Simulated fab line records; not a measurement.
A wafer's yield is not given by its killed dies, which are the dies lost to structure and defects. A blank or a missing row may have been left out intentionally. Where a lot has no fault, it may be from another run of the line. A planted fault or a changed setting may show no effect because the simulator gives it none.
Check of tool commonality	flow berkeley cmos170	Sample size 14 lots and 42 wafers

== WHY IT WAS OPENED ==
Of 14 lots, 2 have the reading NSD_TW flagged at UCB170_NSD_TW_MEAS_10. Wafers without a fault read 4206, standard deviation 20.
Rule: a lot gets a flag if all its wafers with a number sit over 4 standard deviations from that mean, or if no wafer of it has a number. The other lots count as sound.

lot	measured	on	NSD_TW, wafer by wafer	flag
L947	day 6 10:05	film metro-03	4226 4225 4220	
L948	day 6 17:34	film metro-02	4201 4203 4182	
L949	day 6 17:44	film metro-03	4219 4227 4217	
L950	day 7 01:01	film metro-01	4203 4217 4195	
L952	day 7 01:18	film metro-02	4207 4198 4186	
L953	day 7 17:02	film metro-02	4189 4193 4222	
L957	day 8 17:47	film metro-03	300 302 293	FLAGGED
L960	day 9 04:05	film metro-01	291 286 294	FLAGGED
L963	day 10 03:56	film metro-02	4235 4244 4207	
L964	day 10 07:54	film metro-01	4176 4202 4181	
L965	day 10 15:39	film metro-03	4197 4221 4208	
L966	day 10 16:01	film metro-03	4203 4216 4213	
L967	day 10 16:16	film metro-02	4215 4220 4200	
L969	day 11 18:28	film metro-01	4199 4221 4234	
Flagged lots average 294: -3912 relative to the usual, that is -99 or more standard deviations.

== WHICH TOOL RAN EACH LOT ==
Before the reading, the record contains 3 process steps out of a 331-step route. Read each cell as the tool, then ch plus the chambers that the sampled wafers visited, then the start.
lot	flag	UCB170_PLDD_STRIP_10	UCB170_SPACER_CVD_00	UCB170_NSD_DEVELOP_05
L947		plasma asher-02 ch 0, day 6 00:34	pecvd-01 ch 0,1,2, day 6 02:53	litho track-02 ch 0, day 6 09:00
L948		plasma asher-03 ch 0,1, day 6 03:17	pecvd-04 ch 1,2, day 6 06:33	litho track-02 ch 0, day 6 17:00
L949		plasma asher-01 ch 0,1, day 6 03:10	pecvd-03 ch 0,1,2, day 6 05:50	litho track-01 ch 0, day 6 17:00
L950		plasma asher-02 ch 0,1, day 6 14:41	pecvd-03 ch 0,1,2, day 6 17:01	litho track-04 ch 0, day 7 00:00
L952		plasma asher-01 ch 0,1, day 6 15:17	pecvd-03 ch 1,2, day 6 17:42	litho track-04 ch 0, day 7 00:00
L953		plasma asher-01 ch 0,1, day 7 07:05	pecvd-04 ch 0,2, day 7 10:10	litho track-02 ch 0, day 7 16:00
L957	FLAGGED	plasma asher-01 ch 0,1, day 8 03:03	pecvd-01 ch 0,1, day 8 05:49	litho track-04 ch 0, day 8 17:00
L960	FLAGGED	plasma asher-03 ch 0,1, day 8 17:08	pecvd-01 ch 0,1,2, day 8 19:43	litho track-04 ch 0, day 9 03:00
L963		plasma asher-03 ch 0,1, day 9 13:17	pecvd-01 ch 0,2, day 9 15:26	litho track-02 ch 0, day 10 03:00
L964		plasma asher-01 ch 0,1, day 9 20:40	pecvd-01 ch 1,2, day 9 22:55	litho track-01 ch 0, day 10 07:00
L965		plasma asher-02 ch 0,1, day 10 01:36	pecvd-01 ch 0,1,2, day 10 03:46	litho track-01 ch 0, day 10 15:00
L966		plasma asher-01 ch 0,1, day 10 01:57	pecvd-03 ch 0,2, day 10 04:02	litho track-02 ch 0, day 10 15:00
L967		plasma asher-02 ch 0,1, day 10 02:10	pecvd-04 ch 0,1, day 10 04:21	litho track-02 ch 0, day 10 15:00
L969		plasma asher-02 ch 0, day 11 07:59	pecvd-04 ch 0,1, day 11 10:08	litho track-02 ch 0, day 11 17:00
These steps, and what they do:
- UCB170_PLDD_STRIP_10: strips in O2.
- UCB170_SPACER_CVD_00: deposits SiO2 from TEOS/O2, target thk 376 nm, time 47 s.
- UCB170_NSD_DEVELOP_05: develop time 45 s.
- UCB170_NSD_TW_MEAS_10

== FLAGGED AGAINST TOTAL, ONE TOOL AT A TIME (gauges that did the reading follow at the end) ==
step	tool	lots run	flagged	share of the flagged lots	sound lots run after its first flagged lot
UCB170_PLDD_STRIP_10	plasma asher-01	6	1	some	2 (L964,L966)
UCB170_PLDD_STRIP_10	plasma asher-02	5	0	none	-
UCB170_PLDD_STRIP_10	plasma asher-03	3	1	some	1 (L963)
UCB170_SPACER_CVD_00	pecvd-01	6	2	all	3 (L963,L964,L965)
UCB170_SPACER_CVD_00	pecvd-03	4	0	none	-
UCB170_SPACER_CVD_00	pecvd-04	4	0	none	-
UCB170_NSD_DEVELOP_05	litho track-01	3	0	none	-
UCB170_NSD_DEVELOP_05	litho track-02	7	0	none	-
UCB170_NSD_DEVELOP_05	litho track-04	4	2	all	0
UCB170_NSD_TW_MEAS_10	film metro-01	4	1	some	2 (L964,L969)
UCB170_NSD_TW_MEAS_10	film metro-02	5	0	none	-
UCB170_NSD_TW_MEAS_10	film metro-03	5	1	some	2 (L965,L966)

== WHAT IS ALLOWED BY THE TABLE ==
2 rows of the table ran every flagged lot: pecvd-01 at UCB170_SPACER_CVD_00, litho track-04 at UCB170_NSD_DEVELOP_05.
- pecvd-01 at UCB170_SPACER_CVD_00: 2 of its 6 lots flagged. Sound lots followed the first flagged one (L963, L964, L965) on it, something a lasting fault affecting the whole tool could not allow.
- litho track-04 at UCB170_NSD_DEVELOP_05: 2 of its 4 lots flagged. Its last sound lot is L950 (day 7 00:00), its first flagged lot L957 (day 8 17:00): a fault that began between those two fits.
litho track-04 at UCB170_NSD_DEVELOP_05 is the single tool remaining.

== WHAT HAD BEEN PUT IN BY THE SIMULATOR ==
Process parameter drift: litho track-04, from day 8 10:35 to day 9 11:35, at UCB170_NSD_DEVELOP_05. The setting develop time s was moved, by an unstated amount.
Lots struck among those shown: L957, L960. The rule above reached the same finding.
